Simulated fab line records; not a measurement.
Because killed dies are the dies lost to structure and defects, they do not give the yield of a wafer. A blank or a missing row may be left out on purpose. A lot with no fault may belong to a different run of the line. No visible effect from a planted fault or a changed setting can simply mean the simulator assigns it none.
A lot that was struck, set against a sound lot	flow berkeley cmos170	14 steps out of a route of 331
Sound: wafers L473.2, L473.5, L473.6. Wafers L477.1, L477.3, L477.6 were the ones struck. The cause is given at the end.
For every step that has rows: the tool of each side, followed by ch and its chambers, followed by its first start. Under that, the readings that differ: sound wafers	struck wafers	difference of the means	sigmas: that difference in standard deviations of wafers without a fault.
alike: a reading whose means differ by less than 2 such deviations, as well as words and numbers matching on both sides. not compared: withheld readings; readings where some wafer has no value; bounds like >300 that might hide an equal value; numbers whose values overlap and for which the record gives no deviation.
A row with sigmas, a row that says differs or no value, or rows on one side alone: a step with any of these is where the two part. When numbers do not overlap yet have no deviation, they are printed without sigmas and do not part them. A reading that every wafer of one side lacks parts them only if that side has two wafers or more.

first, 1 step without rows for these wafers: UCB170_GATE_WET_ETCH_00 (etches SiO2 in dHF, time 200 s).
UCB170_FIELD_THK_MEAS_91:
  sound on film metro-02 at day 8 00:38; struck on film metro-03 at day 8 14:37
  alike: FIELD_OXIDE_LEFT_2_THK
then, 1 step without rows for these wafers: UCB170_GATE_OXIDATION_01 (target thk 6.6 nm, ox time 1848 s).
UCB170_GATE_THK_MEAS_02:
  sound on film metro-01 at day 8 06:13; struck on film metro-03 at day 8 21:54
  alike: GATE_OXIDE_THK
then, 2 steps without rows for these wafers: UCB170_GATE_ANNEAL_03 (time 1800 s); UCB170_GATE_CVD_04 (deposits poly-Si from SiH4, time 1440 s, target thk 214 nm).
UCB170_GATE_THK_MEAS_05:
  sound on film metro-01 at day 8 15:59; struck on film metro-01 at day 9 05:14
reading	sound	struck	difference	sigmas
GATE_POLY_THK (nm)	214.0 214.3 214.8	209.3 208.7 208.3	-5.6	-2
then, 5 steps without rows for these wafers: UCB170_GATE_COAT_06; UCB170_GATE_COAT_07 (resist thk 900 nm); UCB170_GATE_SOFTBAKE_08 (time 60 s); UCB170_GATE_EXPOSE_09 (exposes mask POLY, target cd 350 nm); UCB170_GATE_PEB_10.
UCB170_GATE_DEVELOP_11: develop time 45 s.
  sound on litho track-04 ch 0, day 8 16:00; struck on litho track-02, day 9 06:00
  no value came back on the struck wafers for chill plate temp C (C), develop time s (s); on the sound wafers chill plate temp C (C) reads 23.07 23.09 23.16
reading	sound	struck	difference	sigmas
model.KrF_of_GATE_COAT_07.thk nm (nm)	889.4 889 889.1	905.8 904.3 904.2	+15.6	
UCB170_GATE_CD_MEAS_12: target cd 350 nm.
  sound on cd sem-02 at day 8 17:23; struck on cd sem-01 at day 9 06:41
reading	sound	struck	difference	sigmas
cd nm (nm)	351.8 352.8 352.6	- - -	no value on the struck wafers	

WHERE THEY PART
Earliest at UCB170_GATE_THK_MEAS_05; latest, in this record, at UCB170_GATE_CD_MEAS_12.

WHY: what the simulator had put in
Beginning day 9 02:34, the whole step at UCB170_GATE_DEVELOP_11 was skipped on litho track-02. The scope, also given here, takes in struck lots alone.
